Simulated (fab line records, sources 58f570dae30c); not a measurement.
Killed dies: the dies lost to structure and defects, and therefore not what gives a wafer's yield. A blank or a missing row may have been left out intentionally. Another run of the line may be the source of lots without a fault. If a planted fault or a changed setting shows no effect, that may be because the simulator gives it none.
The tool behind it: which one? || flow berkeley cmos170 || 21 wafers from 7 lots sampled at 2 of the route's 331 steps

## WHAT EACH GAUGE READ, for each wafer
UCB170_M2_RS_MEAS_02: the measuring method here is four-point-probe.
{"lot": "L165", "measured": "day 8 18:49", "on": "film metro-01", "M2_AL_RS (ohm/sq)": "0.0322 0.0324 0.0325"}
{"lot": "L168", "measured": "day 9 10:04", "on": "film metro-02", "M2_AL_RS (ohm/sq)": "0.0327 0.0328 0.0327"}
{"lot": "L171", "measured": "day 9 18:50", "on": "film metro-03", "M2_AL_RS (ohm/sq)": "0.0324 0.0327 0.0327"}
{"lot": "L174", "measured": "day 10 19:53", "on": "film metro-03", "M2_AL_RS (ohm/sq)": "0.0320 0.0318 0.0317"}
{"lot": "L173", "measured": "day 10 21:15", "on": "film metro-01", "M2_AL_RS (ohm/sq)": "0.0324 0.0323 0.0321"}
{"lot": "L179", "measured": "day 11 21:46", "on": "film metro-01", "M2_AL_RS (ohm/sq)": "0.0322 0.0321 0.0321"}
{"lot": "L181", "measured": "day 12 03:23", "on": "film metro-03", "M2_AL_RS (ohm/sq)": "0.0353 0.0348 0.0351"}

## WHICH TOOL RAN EACH LOT (tool, then ch and the chambers of the sampled wafers, then the start)
{"lot": "L165", "UCB170_M2_SPUTTER_01": "pvd sputter-04, day 8 18:41"}
{"lot": "L168", "UCB170_M2_SPUTTER_01": "pvd sputter-04, day 9 09:59"}
{"lot": "L171", "UCB170_M2_SPUTTER_01": "pvd sputter-04, day 9 18:45"}
{"lot": "L174", "UCB170_M2_SPUTTER_01": "pvd sputter-04, day 10 19:47"}
{"lot": "L173", "UCB170_M2_SPUTTER_01": "pvd sputter-02, day 10 21:09"}
{"lot": "L179", "UCB170_M2_SPUTTER_01": "pvd sputter-04, day 11 21:40"}
{"lot": "L181", "UCB170_M2_SPUTTER_01": "pvd sputter-03, day 12 03:17"}
- UCB170_M2_SPUTTER_01: material Al, target thk 900 nm, time 120 s.

## THE ANSWER, worked out from the rows above alone
Rule: the lots themselves supply what counts as usual. Put in order of their means at a reading, lots are off if they are a third of the lots or fewer, leave a main group of 4 or more, and stand apart from it by a gap of 3 or more times the standard deviation of the main group's means; of several such gaps the widest counts. A main group whose means are all the same, to the digits that the tables above print for the reading, isn't used. Also off: a lot with no number at a reading for which 4 or more lots have one. All remaining lots with rows at the step are treated as sound.
Off: L181, seen at UCB170_M2_RS_MEAS_02 (M2_AL_RS). For the main group the mean is 0.0323 ohm/sq and the standard deviation 0.0003.
A tool fits if, at a process step before that reading, it ran every lot that is off, and no sound lot after the first of them. Those tools and the gauges at UCB170_M2_RS_MEAS_02 are tried in the same way. 2 tools fit, pvd sputter-03 at UCB170_M2_SPUTTER_01 and film metro-03 at UCB170_M2_RS_MEAS_02, so this cannot tell which one it is.

## WHAT WAS PUT IN BY THE SIMULATOR
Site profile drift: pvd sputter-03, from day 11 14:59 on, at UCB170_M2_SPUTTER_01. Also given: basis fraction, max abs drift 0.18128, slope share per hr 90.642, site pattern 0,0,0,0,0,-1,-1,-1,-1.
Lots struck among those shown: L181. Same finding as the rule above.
